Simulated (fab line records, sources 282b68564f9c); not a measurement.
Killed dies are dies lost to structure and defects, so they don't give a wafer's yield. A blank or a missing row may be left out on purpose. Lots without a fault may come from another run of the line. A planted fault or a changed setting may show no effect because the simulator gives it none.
Problem report in the 8D (eight disciplines) form, filled by code | flow rit_cmos | the parts of the form that need people (team, actions taken, sign-off) are left out

1. THE PROBLEM
run_length_s at RIT_PLDD_STRIP_09 reads a mean of 72.2 s on 3 wafers of 1 lot; wafers without a fault read 208.2 s with a standard deviation of 0.54. That is -99 or more standard deviations from the usual mean.
The step: strips in O2, time 180 s.
First seen on wafer L193.1, day 6 10:27, on plasma_asher-04. The record holds 39 wafers of 13 lots with a number at this step. Rule for "out", or "out of limits": more than 4 standard deviations from the usual mean. The other wafers with a number count as sound.

2. WHAT IT IS AND WHAT IT IS NOT
question                    | is                     | is not
which readings at this step | run_length_s           | drypump_motor_current_A
which lots                  | L193                   | L176, L179, L180, L181, L182, L184, L185, L186, L187, L197, L198, L199
which wafers of those lots  | all that have a number | -
read on which tools         | plasma_asher-04        | plasma_asher-01, plasma_asher-02
when                        | from day 6 10:27       | up to then (27 sound wafers); but 9 sound wafers of L197, L198, L199 came after

3. SUSPECTS, AND WHAT RULES EACH OUT
Counting: a tool at a process step up to the reading stays a suspect if it ran every lot that is out and no sound lot after the first of them.
- plasma_asher-04 at RIT_PLDD_STRIP_09 (strips in O2, time 180 s): kept. It ran the lot that is out, L193 (day 6 10:27), and no sound lot after that; its last sound lot up to then is L187 (day 5 09:11). Its own readings are out on those wafers: run_length_s.
Left after counting: plasma_asher-04 at RIT_PLDD_STRIP_09.

4. THE CAUSE (what the simulator had put in)
Strip aborted: plasma_asher-04, from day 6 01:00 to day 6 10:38, at RIT_PLDD_STRIP_09. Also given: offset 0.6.
Counting left only this tool.

5. THE CHAIN OF EFFECTS, in route order
Each row: a reading whose mean over the struck wafers that have a number lies more than 3 standard deviations from the usual. Only readings for which the record gives a usual standard deviation are gone through. hours: the time from each lot's start at the first step in this table that gives one to its start at this step, as a median over the lots. sigmas: the change in usual standard deviations.
hours | step              | reading             | usual   | on struck wafers | change | sigmas
0     | RIT_PLDD_STRIP_09 | run_length_s        | 208.2 s | 72.2             | -136.0 | -99 or more
14    | RIT_M1_PROBE_99   | killed_at_front_end | 7       | 264              | +257   | +83
14    | RIT_M1_PROBE_99   | killed_dies         | 7       | 264              | +257   | +83
14    | RIT_M1_PROBE_99   | killed_on_rim       | 1.8     | 70.0             | +68.2  | +45
The process steps in it:
- RIT_PLDD_STRIP_09: strips in O2, time 180 s.
- RIT_M1_PROBE_99

6. WHAT WOULD HAVE CAUGHT IT SOONER
In this record the first reading out of limits was taken at day 6 10:27, 9 hours after the fault began at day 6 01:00.
